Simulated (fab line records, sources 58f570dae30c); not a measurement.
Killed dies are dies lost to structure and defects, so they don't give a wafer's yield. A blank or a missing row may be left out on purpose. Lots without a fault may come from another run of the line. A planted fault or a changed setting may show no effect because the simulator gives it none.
A struck lot beside a sound one | flow berkeley_cmos170 | 14 steps out of a route of 331
Sound: wafers L882.1, L882.3, L882.4. Struck: wafers L888.4, L888.5, L888.6. The cause comes at the end.
At each step with rows: each side's tool, then ch and its chambers, then its first start. Under that, the readings that differ: sound wafers | struck wafers | difference of the means | sigmas: that difference in standard deviations of wafers without a fault.
alike: readings whose means differ by less than 2 such deviations, and words and numbers that are the same on both sides. not compared: withheld readings, readings that some wafer has no value for, bounds like >300 that may hide the same value, and numbers for which the record gives no deviation and whose values overlap.
The two part at a step that has a row with sigmas, a row that says differs or no value, or rows on one side only. Numbers that don't overlap but have no deviation are shown without sigmas and don't part them. A reading that every wafer of one side lacks parts them only if that side has two wafers or more.

UCB170_M1_CD_MEAS_90: target cd 700 nm.
  sound on cd_sem-01, day 10 10:13; struck on cd_sem-02, day 11 17:46
  alike: cd_nm
then, 1 step without rows for these wafers: UCB170_M1_ANNEAL_14 (time 1200 s).
UCB170_V1_CVD_00: deposits SiO2 from TEOS/O2, target thk 2000 nm, time 250 s.
  sound on pecvd-03 ch 0,1,2, day 10 12:18; struck on pecvd-03 ch 0,1,2, day 11 19:14
  alike: heater_power_w
UCB170_V1_THK_MEAS_01:
  sound on film_metro-01, day 10 12:28; struck on film_metro-04, day 11 19:20
  reading          | sound          | struck         | difference | sigmas
  V1_TEOS_THK (nm) | 1971 1988 1991 | 2049 2029 2034 | +54        | +2
UCB170_V1_CMP_02: polishes SiO2.
  sound on cmp-02 ch 0,2,3, day 10 12:31; struck on cmp-01 ch 0,1,2, day 11 19:31
  alike: motor_current_A, platen_rpm
UCB170_V1_BOW_MEAS_03:
  sound on film_metro-04, day 10 12:49; struck on film_metro-03, day 11 19:44
  alike: V1_BOW
UCB170_V1_THK_MEAS_04:
  sound on film_metro-04, day 10 12:56; struck on film_metro-03, day 11 19:49
  alike: V1_POLISHED_THK
then, 5 steps without rows for these wafers: UCB170_V1_CLEAN_05 (cleans in DIW); UCB170_V1_HMDS_06 (prime time 60 s); UCB170_V1_COAT_07 (resist thk 900 nm); UCB170_V1_SOFTBAKE_08 (time 60 s); UCB170_V1_EXPOSE_09 (exposes mask VIA1, target cd 700 nm).
UCB170_V1_PEB_10:
  sound on litho_track-01 ch 0, day 10 16:31; struck on litho_track-01, day 11 21:04
  no value came back on the struck wafers for chill_plate_temp_C (C), exhaust_pa (Pa); on the sound wafers chill_plate_temp_C (C) reads 22.96 22.93 23.12
then, 1 step without rows for these wafers: UCB170_V1_DEVELOP_11 (develop time 45 s).

WHERE THEY PART
First at UCB170_V1_THK_MEAS_01; last, within this record, at UCB170_V1_PEB_10.

WHY: what the simulator had put in
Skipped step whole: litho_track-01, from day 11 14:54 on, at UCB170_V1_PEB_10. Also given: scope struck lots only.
